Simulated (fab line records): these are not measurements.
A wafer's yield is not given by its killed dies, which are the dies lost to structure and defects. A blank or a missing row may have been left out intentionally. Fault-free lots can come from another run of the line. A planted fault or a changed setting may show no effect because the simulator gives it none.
fab line records    flow rit_cmos
record: lots: 14  wafers: 42  last_day: 7
route steps=202 shown PLDD@123 SDANNEAL@156 NSD@158 SILICIDE@164 M1@202
lots with no fault: from the same line, run without faults
start_h: start of the lot's first displayed wafer, in hours after the record's first day    wait_h: how many hours have passed since the lot's step before this one    " unchanged from the row above    L1.1+2: a single row standing in for several wafers    - no value, or no start was given    * or withheld: withheld    < > ~ a bound
route shown NAME@n: NAME is a module with steps in the file, n the number in the route of the first one    usual: the fault-free wafers' mean and standard deviation    same: alike in all rows    chamber/n: place in a boat    sites: readings site by site    _std_site: standard deviation across them    _edge_site: inner sites' mean taken away from outer sites' mean    radius_mm: how far each site lies from the wafer's centre    mask NAME#n: copy n    behind: the tool/chamber that last shaped the wafer    hold: the reason the lot was held/the length of the hold in hours/how it ended    device: which transistor (n, p or np) failed to switch    end of line: the same wafers' tests at the end of the route    for a step that has no rows: nothing shown but its recipe    killed: dies lost to structure and defects at the first sort, not the wafer's yield    map: a wafer's dies, marking killed ones x, the rest . and places with no die _
set.NAME: the setting as run; set.NAME@STEP: as run at that earlier step    model.NAME: the simulator's own value behind a step, which no gauge read
a sample of lots followed through the steps of the route, with each step as a table and each wafer as a row
services: a tool's chamber out of use, with start hour (start_h, from the record's first day; less than 0 if before it), hours out, and reason
== steps ==
step: RIT_PLDD_STRIP_09
recipe: chemistry: O2  time_s: 180  resist: NOVOLAK  platen_temp_c: withheld  power_w: 500  pressure_mtorr: 4000  o2_flow_sccm: 4000
usual: drypump_motor_current_A: 5.3/0.47
same: time_s: 180
lot.wafer  tool             chamber  start_h  wait_h  drypump_motor_current_A  rf_hours_counter_h
L985.3     plasma_asher-03  1        43.45    0.1     5.9                      -
L985.4     "                0        "        "       4.7                      -
L985.5     "                0        "        "       4.7                      -
L987.1     plasma_asher-01  0        54.71    0.1     5.3                      42
L987.4     "                0        "        "       5.3                      -
L987.5     "                0        "        "       5.3                      -
L988.1     plasma_asher-03  0        59.48    0.1     4.7                      40
L988.2     "                1        "        "       5.9                      40
L988.5     "                0        "        "       4.7                      -
L989.2     plasma_asher-01  0        64.00    0.1     5.3                      43
L989.5     "                0        "        "       5.3                      -
L989.6     "                1        "        "       5.5                      -
L990.1     plasma_asher-02  0        68.19    0.1     5.7                      27
L990.2     "                1        "        "       4.7                      27
L990.4     "                0        "        "       5.7                      -
L991.2     plasma_asher-02  1        72.96    0.1     4.8                      28
L991.3     "                0        "        "       5.7                      -
L991.6     "                0        "        "       5.8                      -
L992.2     plasma_asher-01  1        79.56    0.1     5.6                      44
L992.5     "                0        "        "       5.3                      -
L992.6     "                1        "        "       5.5                      -
L994.1     plasma_asher-01  1        92.37    0.1     5.5                      45
L994.5     "                1        "        "       5.5                      -
L994.6     "                0        "        "       5.3                      -
L999.4     plasma_asher-02  0        115.22   0.1     5.7                      -
L999.5     "                0        "        "       5.7                      -
L999.6     "                1        "        "       4.7                      -
L100.1     plasma_asher-02  1        119.01   0.1     4.7                      33
L100.4     "                1        "        "       4.7                      -
L100.6     "                1        "        "       4.7                      -
L101.1     plasma_asher-03  1        124.43   0.1     5.9                      47
L101.3     "                1        "        "       5.9                      -
L101.4     "                0        "        "       4.7                      -
L103.2     plasma_asher-02  0        133.31   0.1     5.7                      35
L103.3     "                1        "        "       4.7                      -
L103.6     "                0        "        "       5.7                      -
L107.1     plasma_asher-02  0        152.72   0.1     5.7                      36
L107.2     "                1        "        "       4.7                      36
L107.6     "                0        "        "       5.7                      -
L108.4     plasma_asher-02  0        158.72   0.1     5.7                      -
L108.5     "                0        "        "       5.7                      -
L108.6     "                1        "        "       4.7                      -
step: RIT_SDANNEAL_RTA_03
recipe: temp_c: 1050  time_s: 5  idle_temp_c: 600  ramp_up_c_per_s: 342  ramp_down_c_per_s: 171  cool_to_c: 600  ambient: N2
usual: wafer_temp_C_max: 1053.4/1.1
same: time_s: 5
lot.wafer  tool           chamber  start_h  wait_h  wafer_temp_C_max
L985.3     rtp_anneal-02  0        49.38    0.0     1053.9
L985.4     "              0        "        "       1054.0
L985.5     "              0        "        "       1055.5
L987.1     rtp_anneal-02  0        60.81    0.0     1052.3
L987.4     "              0        "        "       1052.2
L987.5     "              0        "        "       1055.6
L988.1     rtp_anneal-01  0        65.60    0.0     1056.4
L988.2     "              0        "        "       1052.4
L988.5     "              0        "        "       1052.7
L989.2     rtp_anneal-02  0        70.14    0.0     1051.8
L989.5     "              0        "        "       1051.0
L989.6     "              0        "        "       1053.4
L990.1     rtp_anneal-01  0        74.61    0.0     1054.6
L990.2     "              0        "        "       1053.2
L990.4     "              0        "        "       1052.5
L991.2     rtp_anneal-02  0        79.25    0.0     1055.4
L991.3     "              0        "        "       1053.8
L991.6     "              0        "        "       1052.8
L992.2     rtp_anneal-01  0        85.86    0.0     1053.2
L992.5     "              0        "        "       1053.0
L992.6     "              0        "        "       1052.8
L994.1     rtp_anneal-01  0        99.55    0.0     1052.2
L994.5     "              0        "        "       1053.8
L994.6     "              0        "        "       1053.5
L999.4     rtp_anneal-01  0        121.58   0.0     1053.3
L999.5     "              0        "        "       1053.8
L999.6     "              0        "        "       1054.6
L100.1     rtp_anneal-01  0        125.21   0.0     1054.4
L100.4     "              0        "        "       1054.3
L100.6     "              0        "        "       1052.4
L101.1     rtp_anneal-02  0        131.12   0.0     1053.1
L101.3     "              0        "        "       1053.4
L101.4     "              0        "        "       1052.1
L103.2     rtp_anneal-02  0        139.47   0.0     1054.2
L103.3     "              0        "        "       1052.9
L103.6     "              0        "        "       1052.4
L107.1     rtp_anneal-02  0        159.17   0.0     1052.7
L107.2     "              0        "        "       1052.0
L107.6     "              0        "        "       1052.6
L108.4     rtp_anneal-01  0        164.95   0.0     1052.1
L108.5     "              0        "        "       1055.1
L108.6     "              0        "        "       1054.5
step: RIT_SDANNEAL_RS_MEAS_05
recipe: thk_meas_gauge: four-point-probe
usual: NSD_RS: 84.60/0.3
lot.wafer  tool           chamber  start_h  wait_h  NSD_RS[ohm/sq]
L985.3     film_metro-02  -        49.58    0.1     84.56
L985.4     "              -        "        "       84.49
L985.5     "              -        "        "       84.73
L987.1     film_metro-04  -        60.99    0.1     84.55
L987.4     "              -        "        "       84.56
L987.5     "              -        "        "       84.38
L988.1     film_metro-02  -        65.78    0.1     85.10
L988.2     "              -        "        "       84.80
L988.5     "              -        "        "       84.96
L989.2     film_metro-04  -        70.33    0.1     84.80
L989.5     "              -        "        "       84.82
L989.6     "              -        "        "       84.91
L990.1     film_metro-02  -        74.78    0.1     84.72
L990.2     "              -        "        "       84.70
L990.4     "              -        "        "       84.72
L991.2     film_metro-02  -        79.44    0.1     84.74
L991.3     "              -        "        "       84.50
L991.6     "              -        "        "       84.36
L992.2     film_metro-01  -        86.10    0.1     84.77
L992.5     "              -        "        "       84.47
L992.6     "              -        "        "       84.35
L994.1     film_metro-01  -        99.73    0.1     84.77
L994.5     "              -        "        "       84.41
L994.6     "              -        "        "       84.68
L999.4     film_metro-01  -        121.79   0.1     84.63
L999.5     "              -        "        "       84.39
L999.6     "              -        "        "       84.35
L100.1     film_metro-01  -        125.39   0.1     84.00
L100.4     "              -        "        "       83.84
L100.6     "              -        "        "       83.88
L101.1     film_metro-02  -        131.30   0.1     85.05
L101.3     "              -        "        "       84.90
L101.4     "              -        "        "       85.01
L103.2     film_metro-01  -        139.66   0.1     84.34
L103.3     "              -        "        "       84.36
L103.6     "              -        "        "       84.54
L107.1     film_metro-04  -        159.35   0.1     85.16
L107.2     "              -        "        "       85.08
L107.6     "              -        "        "       85.07
L108.4     film_metro-04  -        165.16   0.1     84.30
L108.5     "              -        "        "       83.93
L108.6     "              -        "        "       84.39
step: RIT_SILICIDE_THK_MEAS_03
recipe: thk_meas_gauge: xrf  reads: Ti_of_SILICIDE_SPUTTER_01
usual: SILICIDE_TI_THK: 29.8/0.35
lot.wafer  tool           chamber  start_h  wait_h  SILICIDE_TI_THK[nm]
L985.3     film_metro-03  -        50.20    0.1     29.6
L985.4     "              -        "        "       30.0
L985.5     "              -        "        "       29.6
L987.1     film_metro-02  -        61.63    0.1     29.5
L987.4     "              -        "        "       29.9
L987.5     "              -        "        "       30.3
L988.1     film_metro-03  -        66.42    0.1     29.8
L988.2     "              -        "        "       29.4
L988.5     "              -        "        "       29.3
L989.2     film_metro-01  -        70.97    0.1     30.2
L989.5     "              -        "        "       30.0
L989.6     "              -        "        "       30.2
L990.1     film_metro-01  -        75.45    0.1     29.7
L990.2     "              -        "        "       29.6
L990.4     "              -        "        "       29.8
L991.2     film_metro-03  -        80.08    0.1     30.2
L991.3     "              -        "        "       30.2
L991.6     "              -        "        "       30.3
L992.2     film_metro-03  -        86.73    0.1     30.2
L992.5     "              -        "        "       30.3
L992.6     "              -        "        "       30.5
L994.1     film_metro-01  -        100.40   0.1     30.4
L994.5     "              -        "        "       30.0
L994.6     "              -        "        "       30.5
L999.4     film_metro-03  -        122.40   0.1     29.5
L999.5     "              -        "        "       29.8
L999.6     "              -        "        "       29.6
L100.1     film_metro-02  -        126.04   0.1     29.9
L100.4     "              -        "        "       29.9
L100.6     "              -        "        "       30.3
L101.1     film_metro-03  -        131.94   0.1     29.4
L101.3     "              -        "        "       29.8
L101.4     "              -        "        "       29.7
L103.2     film_metro-03  -        140.29   0.1     29.5
L103.3     "              -        "        "       29.3
L103.6     "              -        "        "       29.1
L107.1     film_metro-03  -        159.99   0.1     30.0
L107.2     "              -        "        "       30.0
L107.6     "              -        "        "       29.8
L108.4     film_metro-03  -        165.77   0.1     29.4
L108.5     "              -        "        "       28.9
L108.6     "              -        "        "       28.9
step: RIT_M1_PROBE_99
usual: killed_at_M0_to_M3: 0.0/0.22  killed_at_contacts: 0.0/0.18  killed_at_front_end: 7/3.1  killed_dies: 7/3.1  killed_on_rim: 1.6/1.3  killed_open: 3.2/2.1  killed_short: 3.4/2
same: gross_dies: 264  killed_at_M4_up: 0  killed_at_back_side: 0  killed_at_other: 0
lot.wafer  tool       chamber  start_h  wait_h  hold                      killed_at_M0_to_M3  killed_at_contacts  killed_at_front_end  killed_dies  killed_on_rim  killed_open  killed_short
L985.3     prober-02  -        57.06    0.2     -                         0                   0                   10                   10           3              5            5
L985.4     prober-02  -        57.11    0.2     -                         1                   0                   12                   13           4              6            7
L985.5     prober-02  -        57.16    0.2     -                         0                   0                   6                    6            1              4            2
L987.1     prober-02  -        68.26    0.1     -                         0                   0                   7                    7            4              4            3
L987.4     prober-02  -        68.41    0.2     -                         0                   0                   13                   13           3              5            8
L987.5     prober-02  -        68.46    0.2     -                         0                   0                   6                    6            1              2            4
L988.1     prober-01  -        73.48    0.1     -                         0                   0                   8                    8            1              4            4
L988.2     prober-01  -        73.53    0.1     -                         0                   0                   8                    8            2              4            4
L988.5     prober-01  -        73.68    0.2     -                         0                   0                   8                    8            3              2            6
L989.2     prober-02  -        78.14    0.1     -                         0                   0                   9                    9            2              1            8
L989.5     prober-02  -        78.29    0.2     -                         0                   0                   7                    7            2              5            2
L989.6     prober-02  -        78.34    0.2     -                         0                   0                   6                    6            1              3            3
L990.1     prober-01  -        84.57    0.1     -                         0                   0                   7                    7            1              3            4
L990.2     prober-01  -        84.62    0.1     -                         0                   0                   7                    7            3              1            6
L990.4     prober-01  -        84.72    0.2     -                         0                   0                   6                    6            4              1            5
L991.2     prober-02  -        86.90    0.1     -                         0                   0                   8                    8            1              4            4
L991.3     prober-02  -        86.95    0.2     -                         0                   0                   4                    4            1              1            3
L991.6     prober-02  -        87.10    0.2     -                         0                   0                   2                    2            0              1            1
L992.2     prober-01  -        93.48    0.1     await_dispo/1.8h/release  0                   0                   44                   44           8              5            5
L992.5     prober-01  -        93.63    0.2     await_dispo/1.8h/release  0                   0                   6                    6            1              4            2
L992.6     prober-01  -        93.68    0.2     await_dispo/1.8h/release  1                   0                   42                   43           9              4            3
L994.1     prober-01  -        107.65   0.1     await_dispo/4.1h/release  1                   0                   38                   39           9              0            2
L994.5     prober-01  -        107.85   0.2     await_dispo/4.1h/release  0                   0                   41                   41           10             1            1
L994.6     prober-01  -        107.90   0.2     await_dispo/4.1h/release  0                   0                   4                    4            3              2            2
L999.4     prober-01  -        129.50   0.2     -                         0                   0                   6                    6            1              4            2
L999.5     prober-01  -        129.55   0.2     -                         0                   0                   7                    7            2              5            2
L999.6     prober-01  -        129.60   0.2     -                         0                   0                   8                    8            2              4            4
L100.1     prober-01  -        133.18   0.1     -                         0                   0                   10                   10           2              3            7
L100.4     prober-01  -        133.33   0.2     -                         0                   0                   6                    6            0              3            3
L100.6     prober-01  -        133.43   0.2     -                         0                   0                   4                    4            1              4            0
L101.1     prober-02  -        138.80   0.1     -                         0                   0                   6                    6            0              5            1
L101.3     prober-02  -        138.90   0.2     -                         0                   0                   1                    1            0              0            1
L101.4     prober-02  -        138.95   0.2     -                         0                   0                   8                    8            1              2            6
L103.2     prober-01  -        146.82   0.1     -                         0                   0                   3                    3            2              1            2
L103.3     prober-01  -        146.87   0.2     -                         0                   0                   6                    6            3              5            1
L103.6     prober-01  -        147.02   0.2     -                         0                   0                   5                    5            0              4            1
L107.1     prober-01  -        167.16   0.1     -                         0                   0                   5                    5            1              3            2
L107.2     prober-01  -        167.21   0.1     -                         0                   0                   5                    5            0              3            2
L107.6     prober-01  -        167.41   0.2     -                         0                   0                   8                    8            3              5            3
L108.4     prober-02  -        173.17   0.2     -                         0                   0                   4                    4            1              1            3
L108.5     prober-02  -        173.22   0.2     -                         0                   0                   6                    6            2              1            5
L108.6     prober-02  -        173.27   0.2     -                         0                   1                   4                    5            2              0            5
killed by level:class
L985.3 FOX1:geometric_particle:open=2 REOX:geometric_particle:short=2 SILICIDE:geometric_particle:open=2 FOX1:geometric_particle:short=1 GATE:geometric_particle:short=1 SILICIDE:geometric_particle:short=1 REOX:geometric_particle:open=1
L985.4 REOX:geometric_particle:short=4 REOX:geometric_particle:open=3 GATE:geometric_particle:open=2 SILICIDE:geometric_particle:short=2 SPACER:geometric_particle:open=1 M1:geometric_particle:short=1
L985.5 GATE:geometric_particle:open=3 FOX2:geometric_particle:short=1 GATE:geometric_particle:short=1 REOX:geometric_particle:open=1
L987.1 GATE:geometric_particle:short=3 GATE:geometric_particle:open=2 REOX:geometric_particle:open=1 SILICIDE:geometric_particle:open=1
L987.4 GATE:geometric_particle:short=4 GATE:geometric_particle:open=3 REOX:geometric_particle:open=2 FOX1:geometric_particle:short=1 FOX2:geometric_particle:short=1 REOX:geometric_particle:short=1 SPACER:geometric_particle:short=1
L987.5 REOX:geometric_particle:open=2 FOX1:geometric_particle:short=1 FOX2:geometric_particle:short=1 GATE:geometric_particle:short=1 REOX:geometric_particle:short=1
L988.1 GATE:geometric_particle:short=3 GATE:geometric_particle:open=2 REOX:geometric_particle:open=2 REOX:geometric_particle:short=1
L988.2 GATE:geometric_particle:open=3 SILICIDE:geometric_particle:short=3 GATE:geometric_particle:short=1 REOX:geometric_particle:open=1
L988.5 GATE:geometric_particle:short=3 ACTIVE:geometric_particle:short=1 FOX1:geometric_particle:open=1 REOX:geometric_particle:open=1 REOX:geometric_particle:short=1 SILICIDE:geometric_particle:short=1
L989.2 GATE:geometric_particle:short=4 FOX1:geometric_particle:short=2 FOX1:geometric_particle:open=1 FOX2:geometric_particle:short=1 SPACER:geometric_particle:short=1
L989.5 SILICIDE:geometric_particle:open=2 FOX1:geometric_particle:open=1 GATE:geometric_particle:short=1 GATE:geometric_particle:open=1 REOX:geometric_particle:open=1 SPACER:geometric_particle:short=1
L989.6 FOX1:geometric_particle:short=2 GATE:geometric_particle:open=2 FOX1:geometric_particle:open=1 GATE:geometric_particle:short=1
L990.1 REOX:geometric_particle:short=3 FOX2:geometric_particle:open=1 GATE:geometric_particle:open=1 GATE:geometric_particle:short=1 REOX:geometric_particle:open=1
L990.2 SPACER:geometric_particle:short=3 FOX1:geometric_particle:short=1 FOX1:geometric_particle:open=1 FOX2:geometric_particle:short=1 SILICIDE:geometric_particle:short=1
L990.4 FOX2:geometric_particle:short=2 GATE:geometric_particle:short=2 FOX2:geometric_particle:open=1 SILICIDE:geometric_particle:short=1
L991.2 FOX1:geometric_particle:short=1 FOX2:geometric_particle:open=1 FOX2:geometric_particle:short=1 GATE:geometric_particle:short=1 GATE:geometric_particle:open=1 SPACER:geometric_particle:open=1 SILICIDE:geometric_particle:short=1 SILICIDE:geometric_particle:open=1
L991.3 SPACER:geometric_particle:short=2 REOX:geometric_particle:short=1 SPACER:geometric_particle:open=1
L991.6 FOX1:geometric_particle:open=1 SPACER:geometric_particle:short=1
L992.2 PLDD:unspecified=34 GATE:geometric_particle:open=3 GATE:geometric_particle:short=2 SPACER:geometric_particle:short=2 REOX:geometric_particle:open=1 REOX:geometric_particle:short=1 SPACER:geometric_particle:open=1
L992.5 GATE:geometric_particle:open=2 GATE:geometric_particle:short=1 REOX:geometric_particle:short=1 SPACER:geometric_particle:open=1 SILICIDE:geometric_particle:open=1
L992.6 PLDD:unspecified=36 GATE:geometric_particle:open=2 FOX1:geometric_particle:short=1 FOX1:geometric_particle:open=1 REOX:geometric_particle:open=1 SILICIDE:geometric_particle:short=1 M1:geometric_particle:short=1
L994.1 PLDD:unspecified=37 FOX2:geometric_particle:short=1 M1:geometric_particle:short=1
L994.5 PLDD:unspecified=39 REOX:geometric_particle:open=1 FOX2:geometric_particle:short=1
L994.6 GATE:geometric_particle:short=1 GATE:geometric_particle:open=1 REOX:geometric_particle:short=1 SILICIDE:geometric_particle:open=1
L999.4 GATE:geometric_particle:open=2 FOX1:geometric_particle:open=1 REOX:geometric_particle:short=1 SILICIDE:geometric_particle:short=1 SILICIDE:geometric_particle:open=1
L999.5 FOX1:geometric_particle:short=2 REOX:geometric_particle:open=2 FOX1:geometric_particle:open=1 GATE:geometric_particle:open=1 SILICIDE:geometric_particle:open=1
L999.6 FOX1:geometric_particle:open=2 GATE:geometric_particle:short=2 REOX:geometric_particle:short=2 GATE:geometric_particle:open=1 SPACER:geometric_particle:open=1
L100.1 GATE:geometric_particle:short=3 GATE:geometric_particle:open=2 ACTIVE:geometric_particle:short=1 FOX1:geometric_particle:short=1 FOX2:geometric_particle:open=1 REOX:geometric_particle:short=1 SPACER:geometric_particle:short=1
L100.4 FOX1:geometric_particle:short=2 FOX2:geometric_particle:open=1 GATE:geometric_particle:open=1 GATE:geometric_particle:short=1 REOX:geometric_particle:open=1
L100.6 REOX:geometric_particle:open=2 FOX1:geometric_particle:open=1 SPACER:geometric_particle:open=1
L101.1 GATE:geometric_particle:open=2 SPACER:geometric_particle:open=2 FOX1:geometric_particle:open=1 GATE:geometric_particle:short=1
L101.3 REOX:geometric_particle:short=1
L101.4 GATE:geometric_particle:short=5 GATE:geometric_particle:open=2 SILICIDE:geometric_particle:short=1
L103.2 GATE:geometric_particle:short=2 SILICIDE:geometric_particle:open=1
L103.3 GATE:geometric_particle:open=2 FOX1:geometric_particle:open=1 FOX2:geometric_particle:open=1 GATE:geometric_particle:short=1 REOX:geometric_particle:open=1
L103.6 FOX2:geometric_particle:open=2 FOX1:geometric_particle:open=1 GATE:geometric_particle:short=1 REOX:geometric_particle:open=1
L107.1 GATE:geometric_particle:short=2 SPACER:geometric_particle:open=2 REOX:geometric_particle:open=1
L107.2 SILICIDE:geometric_particle:open=2 FOX1:geometric_particle:short=1 FOX2:geometric_particle:short=1 GATE:geometric_particle:open=1
L107.6 GATE:geometric_particle:open=2 SILICIDE:geometric_particle:open=2 FOX1:geometric_particle:short=1 GATE:geometric_particle:short=1 REOX:geometric_particle:open=1 SILICIDE:geometric_particle:short=1
L108.4 SILICIDE:geometric_particle:short=2 REOX:geometric_particle:open=1 SPACER:geometric_particle:short=1
L108.5 GATE:geometric_particle:short=3 GATE:geometric_particle:open=1 REOX:geometric_particle:short=1 SPACER:geometric_particle:short=1
L108.6 FOX2:geometric_particle:short=1 GATE:geometric_particle:short=1 REOX:geometric_particle:short=1 SPACER:geometric_particle:short=1 CONTACT:geometric_particle:short=1
== services ==
tool             chamber  start_h  hours  kind
plasma_asher-02  -        112.24   1.4    repair
plasma_asher-02  -        136.57   2.0    repair
plasma_asher-03  -        154.80   15.6   pm
== key ==
first_sign: step: RIT_M1_PROBE_99  reading: killed_dies  direction: up  sigmas: 11  usual: 7  struck: 42
effect: step: RIT_M1_PROBE_99  reading: killed_at_front_end  direction: up  sigmas: 11  usual: 7  struck: 41
met_at RIT_PLDD_STRIP_09
struck_lots L992,L994
struck_wafers L992.2,L992.6,L994.1,L994.5
tester_left_out L992,L994
not_acting_at RIT_SDANNEAL_RTA_03,RIT_SDANNEAL_RS_MEAS_05,RIT_SILICIDE_THK_MEAS_03
onset_between 64.00 79.56
fault: kind: chamber_particle_source  tool: plasma_asher-01  chamber: 1  onset_h: 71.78  steps: RIT_PLDD_STRIP_09  rate_per_visit_cm2: 1.8971  end_h: 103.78
tester_left_out: of these lots the tester's yield and bins aren't shown, on N5 and GAA mostly nor the transistor test; their killed dies are dies lost to structure and defects alone, not to doping, threshold or leakage, so they don't give the yield
